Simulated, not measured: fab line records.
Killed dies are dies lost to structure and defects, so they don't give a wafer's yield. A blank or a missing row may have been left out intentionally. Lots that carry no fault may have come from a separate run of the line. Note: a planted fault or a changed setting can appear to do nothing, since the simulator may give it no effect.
fab line records | flow berkeley_cmos170
[record] lots = 5 | wafers = 23
route steps=331 shown M3@327
start_h: the number of hours between the record's first day and the start of the first shown wafer of the lot | wait_h: time in hours since the lot's previous step | " the same as in the row above | L1.1+2: a single row standing in for several wafers | - no value, or no start given | * or withheld: withheld | < > ~ a bound
route shown NAME@n: a module of which the file shows steps, and the number in the route of the first | usual: mean/standard deviation taken from wafers without a fault | same: alike in all rows | chamber/n: place in a boat | sites: readings site by site | _std_site: their standard deviation | _edge_site: mean of outer sites minus mean of inner sites | radius_mm: for every site, how far away it sits from the centre of the wafer | mask NAME#n: copy n | behind: the last tool/chamber to shape the wafer | hold: why the lot was held/for how many hours/how that ended | device: which transistor (n, p or np) failed to switch | end of line: the tests these same wafers got at the end of their route | where a step has no rows: the recipe by itself | killed: count of dies lost to structure and defects at first sort (not the wafer's yield) | map: dies across one wafer; x = killed, . = not, _ = none there
set.NAME: the setting that was run; set.NAME@STEP: the one run at that earlier step | model.NAME: the simulator's own value behind a step, which no gauge read
one table per step and one row per wafer, for lots whose settings were changed on purpose
[[steps]]
[step UCB170_M3_METAL_ETCH_18]
[recipe] chemistry = Cl2/BCl3 | target = Al | stop_on = SiO2 | pressure_mtorr = 12 | target_depth_a = 11700 | over_etch_frac = 0.3 | time_s = 195 | icp_w = 600 | bias_w = 120 | Cl2_flow_sccm = 90 | bcl3_flow_sccm = 45
lot.wafer      | tool         | chamber   | start_h | wait_h | set.icp_w
L075.1+2+3+5+6 | rie_metal-01 | 1,0,1,0,1 | 155.64  | -      | 600
L074.1+3+6     | rie_metal-03 | 0         | 156.47  | -      | 600
L080.1+2+3+4+6 | rie_metal-01 | 0,1,0,1,0 | 183.22  | -      | 600
L082.1+2       | rie_metal-02 | 1,0       | 188.91  | -      | 663.6
L082.3+4+6     | "            | 0,1,0     | "       | "      | 600
L081.1+3+4     | rie_metal-01 | 1,0,1     | 189.39  | -      | 600
L081.2+5       | "            | 0,1       | "       | "      | 647.4
[step UCB170_M3_STRIP_19]
[recipe] chemistry = O2 | power_w = 400 | pressure_mtorr = 3500 | platen_temp_c = withheld | o2_flow_sccm = 400 | overash_fraction = 0.5
[usual] oes_product_au = 0.550/0.021
lot.wafer | tool            | chamber | start_h | wait_h | set.resist_thk_nm@M3_COAT_10 | set.icp_w@M3_METAL_ETCH_18 | oes_product_au
L075.1    | plasma_asher-04 | 0       | 155.83  | 0.1    | 900                          | 600                        | 0.541
L075.2    | "               | 1       | "       | "      | 900                          | 600                        | 0.543
L075.3    | "               | 0       | "       | "      | 900                          | 600                        | 0.537
L075.5    | "               | 0       | "       | "      | 900                          | 600                        | 0.547
L075.6    | "               | 1       | "       | "      | 900                          | 600                        | 0.544
L074.1    | plasma_asher-03 | 1       | 156.66  | 0.1    | 900                          | 600                        | 0.489
L074.3    | "               | 1       | "       | "      | 900                          | 600                        | 0.487
L074.6    | "               | 0       | "       | "      | 900                          | 600                        | 0.479
L080.1    | plasma_asher-03 | 1       | 183.41  | 0.1    | 951.5                        | 600                        | 0.600
L080.2    | "               | 0       | "       | "      | 951.5                        | 600                        | 0.606
L080.3    | "               | 0       | "       | "      | 900                          | 600                        | 0.548
L080.4    | "               | 1       | "       | "      | 900                          | 600                        | 0.546
L080.6    | "               | 0       | "       | "      | 951.5                        | 600                        | 0.603
L082.1    | plasma_asher-02 | 0       | 189.10  | 0.1    | 938.4                        | 663.6                      | 0.514
L082.2    | "               | 1       | "       | "      | 900                          | 663.6                      | 0.496
L082.3    | "               | 1       | "       | "      | 938.4                        | 600                        | 0.608
L082.4    | "               | 0       | "       | "      | 938.4                        | 600                        | 0.586
L082.6    | "               | 1       | "       | "      | 900                          | 600                        | 0.563
L081.1    | plasma_asher-02 | 1       | 189.58  | 0.1    | 900                          | 600                        | 0.553
L081.2    | "               | 0       | "       | "      | 882.8                        | 647.4                      | 0.479
L081.3    | "               | 0       | "       | "      | 900                          | 600                        | 0.543
L081.4    | "               | 1       | "       | "      | 882.8                        | 600                        | 0.524
L081.5    | "               | 0       | "       | "      | 882.8                        | 647.4                      | 0.474
[[key]]
[split] step = UCB170_M3_METAL_ETCH_18 | setting = icp_w | stated = 600 | by = wafer
[response] step = UCB170_M3_STRIP_19 | reading = oes_product_au | slope = -0.00687 | per = 1% | together_with = resist_thk_nm@M3_COAT_10 | explained = 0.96
split outside_this_file step=UCB170_M3_COAT_10 setting=resist_thk_nm
// split outside_this_file: this setting was split too, and the file shows its column; the key of that split is in another file
